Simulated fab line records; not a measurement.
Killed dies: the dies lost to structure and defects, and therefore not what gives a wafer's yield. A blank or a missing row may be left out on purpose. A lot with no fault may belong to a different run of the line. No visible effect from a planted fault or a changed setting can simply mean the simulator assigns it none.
Which tool did it? || flow berkeley-cmos170 || 21 wafers from 7 lots sampled at 3 of the route's 331 steps

WHAT THE GAUGES SHOWED, per wafer
UCB170_NLDD_TW_MEAS_11.
{"lot": "L196", "measured": "day 6 17:14", "on": "film-metro-03", "NLDD_TW": "2219 2220 2229"}
{"lot": "L199", "measured": "day 7 08:30", "on": "film-metro-02", "NLDD_TW": "2290 2279 2300"}
{"lot": "L205", "measured": "day 8 12:22", "on": "film-metro-02", "NLDD_TW": "2271 2285 2283"}
{"lot": "L206", "measured": "day 9 04:23", "on": "film-metro-01", "NLDD_TW": "2213 2207 2230"}
{"lot": "L209", "measured": "day 9 15:56", "on": "film-metro-01", "NLDD_TW": "2206 2193 2205"}
{"lot": "L212", "measured": "day 10 06:52", "on": "film-metro-01", "NLDD_TW": "30 30 30"}
{"lot": "L210", "measured": "day 10 07:08", "on": "film-metro-02", "NLDD_TW": "2281 2277 2288"}

WHAT TOOL EACH LOT RAN ON (gives the tool, then ch and the chambers of the sampled wafers, and finally the start)
{"lot": "L196", "UCB170_PLDD_STRIP_10": "plasma-asher-02 ch 0,1, day 6 14:36", "UCB170_NLDD_STRIP_10": "plasma-asher-04 ch 0,1, day 6 17:08"}
{"lot": "L199", "UCB170_PLDD_STRIP_10": "plasma-asher-01 ch 0,1, day 7 06:14", "UCB170_NLDD_STRIP_10": "plasma-asher-02 ch 0,1, day 7 08:24"}
{"lot": "L205", "UCB170_PLDD_STRIP_10": "plasma-asher-01 ch 0, day 8 10:38", "UCB170_NLDD_STRIP_10": "plasma-asher-02 ch 0,1, day 8 12:16"}
{"lot": "L206", "UCB170_PLDD_STRIP_10": "plasma-asher-01 ch 0,1, day 9 01:09", "UCB170_NLDD_STRIP_10": "plasma-asher-01 ch 0,1, day 9 04:17"}
{"lot": "L209", "UCB170_PLDD_STRIP_10": "plasma-asher-01 ch 1, day 9 13:58", "UCB170_NLDD_STRIP_10": "plasma-asher-04 ch 0,1, day 9 15:50"}
{"lot": "L212", "UCB170_PLDD_STRIP_10": "plasma-asher-03 ch 0,1, day 10 03:52", "UCB170_NLDD_STRIP_10": "plasma-asher-04 ch 0,1, day 10 06:47"}
{"lot": "L210", "UCB170_PLDD_STRIP_10": "plasma-asher-03 ch 0,1, day 10 04:30", "UCB170_NLDD_STRIP_10": "plasma-asher-01 ch 0,1, day 10 07:02"}
- UCB170_PLDD_STRIP_10: strips in O2.
- UCB170_NLDD_STRIP_10: strips in O2.

THE ANSWER, worked out from the rows above alone
Rule: usual is defined by the lots themselves. Put in order of their means at a reading, lots are off if they are a third of the lots or fewer, leave a main group of 4 or more, and stand apart from it by a gap of 3 or more times the standard deviation of the main group's means; of several such gaps the widest counts. A main group whose means are all the same, to the digits that the tables above print for the reading, isn't used. A lot without any number at a reading at which 4 lots or more have one is off too. All remaining lots with rows at the step are treated as sound.
Off: L212, seen at UCB170_NLDD_TW_MEAS_11 (NLDD_TW). Mean 2249 and standard deviation 36 in the main group.
A tool fits if, at a process step before that reading, it ran every lot that is off, and no sound lot after the first of them. Those tools and the gauges at UCB170_NLDD_TW_MEAS_11 are tried in the same way. Can't be told from this: 2 tools fit, plasma-asher-04 at UCB170_NLDD_STRIP_10, film-metro-01 at UCB170_NLDD_TW_MEAS_11.

WHAT HAD BEEN PUT IN BY THE SIMULATOR
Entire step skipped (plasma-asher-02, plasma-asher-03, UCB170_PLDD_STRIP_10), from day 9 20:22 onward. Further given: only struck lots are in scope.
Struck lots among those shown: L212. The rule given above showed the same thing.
